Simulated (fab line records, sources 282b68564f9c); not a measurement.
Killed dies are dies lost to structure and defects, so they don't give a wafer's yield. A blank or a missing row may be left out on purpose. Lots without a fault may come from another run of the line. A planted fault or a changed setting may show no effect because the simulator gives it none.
A struck lot beside a sound one | flow rit_cmos | 43 steps out of a route of 202
Sound: wafers L506.4, L506.5, L506.6. Struck: wafers L495.1, L495.4, L495.5. The cause comes at the end.
At each step with rows: each side's tool, then ch and its chambers, then its first start. Under that, the readings that differ: sound wafers | struck wafers | difference of the means | sigmas: that difference in standard deviations of wafers without a fault.
alike: readings whose means differ by less than 2 such deviations, and words and numbers that are the same on both sides. not compared: withheld readings, readings that some wafer has no value for, bounds like >300 that may hide the same value, and numbers for which the record gives no deviation and whose values overlap.
The two part at a step that has a row with sigmas, a row that says differs or no value, or rows on one side only. Numbers that don't overlap but have no deviation are shown without sigmas and don't part them. A reading that every wafer of one side lacks parts them only if that side has two wafers or more.

first, 2 steps without rows for these wafers: RIT_FOX2_CLEAN_02 (cleans in dHF, time 180 s); RIT_FOX2_WET_ETCH_03 (etches Si3N4 in H3PO4, target depth 195 nm, time 2700 s).
RIT_FOX2_THK_MEAS_90:
  sound on film_metro-01, day 4 19:07; struck on film_metro-01, day 2 11:00
  alike: FIELD_OXIDE_LEFT_1_THK
then, 6 steps without rows for these wafers: RIT_NWELL_HMDS_00 (prime time 60 s); RIT_NWELL_COAT_01 (resist thk 1300 nm); RIT_NWELL_SOFTBAKE_02 (time 60 s); RIT_NWELL_EXPOSE_03 (exposes mask M2, target cd 43900 nm); RIT_NWELL_PEB_04; RIT_NWELL_DEVELOP_05 (develop time 68 s).
RIT_NWELL_OVL_MEAS_06:
  sound on overlay-01, day 4 20:15; struck on overlay-02, day 2 11:56
  alike: NWELL_OVL
then, 2 steps without rows for these wafers: RIT_NWELL_HARDBAKE_07 (time 120 s); RIT_NWELL_IMPLANT_08.
RIT_NWELL_STRIP_09: strips in O2, time 180 s.
  sound on plasma_asher-04 ch 0,1, day 4 20:43; struck on plasma_asher-02 ch 0, day 2 12:23
  no value came back on the struck wafers for chamber_pressure_mTorr (mTorr), drypump_motor_current_A (A), o2_flow_sccm (sccm); on the sound wafers chamber_pressure_mTorr (mTorr) reads 4005 4004 3997
  reading                                    | sound | struck         | difference | sigmas
  model.NOVOLAK_of_NWELL_COAT_01.thk_nm (nm) | 0 0 0 | 1130 1129 1130 | +1130      |
  not compared: rf_hours_counter_h
RIT_NWELL_TW_MEAS_10:
  sound on film_metro-04, day 4 20:52; struck on film_metro-04, day 2 12:34
  alike: NWELL_TW
then, 6 steps without rows for these wafers: RIT_PWELL_HMDS_00 (prime time 60 s); RIT_PWELL_COAT_01 (resist thk 1300 nm); RIT_PWELL_SOFTBAKE_02 (time 60 s); RIT_PWELL_EXPOSE_03 (exposes mask M3, target cd 43700 nm); RIT_PWELL_PEB_04; RIT_PWELL_DEVELOP_05 (develop time 68 s).
RIT_PWELL_OVL_MEAS_06:
  sound on overlay-02, day 4 21:48; struck on overlay-02, day 2 13:37
  alike: PWELL_OVL
then, 2 steps without rows for these wafers: RIT_PWELL_HARDBAKE_07 (time 120 s); RIT_PWELL_IMPLANT_08.
RIT_PWELL_STRIP_09: strips in O2, time 180 s.
  sound on plasma_asher-03 ch 0,1, day 4 22:16; struck on plasma_asher-01 ch 0, day 2 14:04
  reading                     | sound          | struck         | difference | sigmas
  drypump_motor_current_A (A) | 5.94 5.93 6.32 | 5.55 5.58 5.58 | -0.49      | -2
  alike: chamber_pressure_mTorr, o2_flow_sccm
  not compared: rf_hours_counter_h
RIT_PWELL_TW_MEAS_10:
  sound on film_metro-01, day 4 22:25; struck on film_metro-04, day 2 14:14
  reading  | sound       | struck   | difference | sigmas
  PWELL_TW | 957 952 951 | 31 30 31 | -923       | -99 or more
then, 1 step without rows for these wafers: RIT_WELLDRIVE_ANNEAL_00 (time 14700 s).
RIT_WELLDRIVE_RS_MEAS_01: measures by four-point-probe.
  sound on film_metro-04, day 5 04:28; struck on film_metro-03, day 2 21:11
  reading           | sound             | struck            | difference | sigmas
  NWELL_RS (ohm/sq) | 275.7 276.4 277.0 | 274.1 275.5 275.0 | -1.5       | -2
RIT_WELLDRIVE_RS_MEAS_02: measures by four-point-probe.
  sound on film_metro-04, day 5 04:35; struck on film_metro-03, day 2 21:18
  alike: PWELL_RS
then, 6 steps without rows for these wafers: RIT_NRETRO_HMDS_00 (prime time 60 s); RIT_NRETRO_COAT_01 (resist thk 1300 nm); RIT_NRETRO_SOFTBAKE_02 (time 60 s); RIT_NRETRO_EXPOSE_03 (exposes mask M4, target cd 43900 nm); RIT_NRETRO_PEB_04; RIT_NRETRO_DEVELOP_05 (develop time 68 s).
RIT_NRETRO_OVL_MEAS_06:
  sound on overlay-01, day 5 05:40; struck on overlay-02, day 2 22:25
  alike: NRETRO_OVL
then, 2 steps without rows for these wafers: RIT_NRETRO_HARDBAKE_07 (time 120 s); RIT_NRETRO_IMPLANT_08.
RIT_NRETRO_STRIP_09: strips in O2, time 180 s.
  sound on plasma_asher-04 ch 0,1, day 5 06:09; struck on plasma_asher-04 ch 1, day 2 22:52
  alike: chamber_pressure_mTorr, drypump_motor_current_A, o2_flow_sccm
  not compared: rf_hours_counter_h
RIT_NRETRO_TW_MEAS_10:
  sound on film_metro-02, day 5 06:18; struck on film_metro-03, day 2 23:02
  reading   | sound          | struck   | difference | sigmas
  NRETRO_TW | 1045 1051 1042 | 30 30 30 | -1016      | -99 or more
then, 3 steps without rows for these wafers: RIT_PRETRO_HMDS_00 (prime time 60 s); RIT_PRETRO_COAT_01 (resist thk 1300 nm); RIT_PRETRO_SOFTBAKE_02 (time 60 s).
RIT_PRETRO_TW_MEAS_10:
  sound on film_metro-02, day 5 08:03; struck on film_metro-02, day 3 00:43
  reading   | sound       | struck   | difference | sigmas
  PRETRO_TW | 475 475 476 | 30 30 30 | -445       | -99 or more

WHERE THEY PART
First at RIT_NWELL_STRIP_09; last, within this record, at RIT_PRETRO_TW_MEAS_10.

WHY: what the simulator had put in
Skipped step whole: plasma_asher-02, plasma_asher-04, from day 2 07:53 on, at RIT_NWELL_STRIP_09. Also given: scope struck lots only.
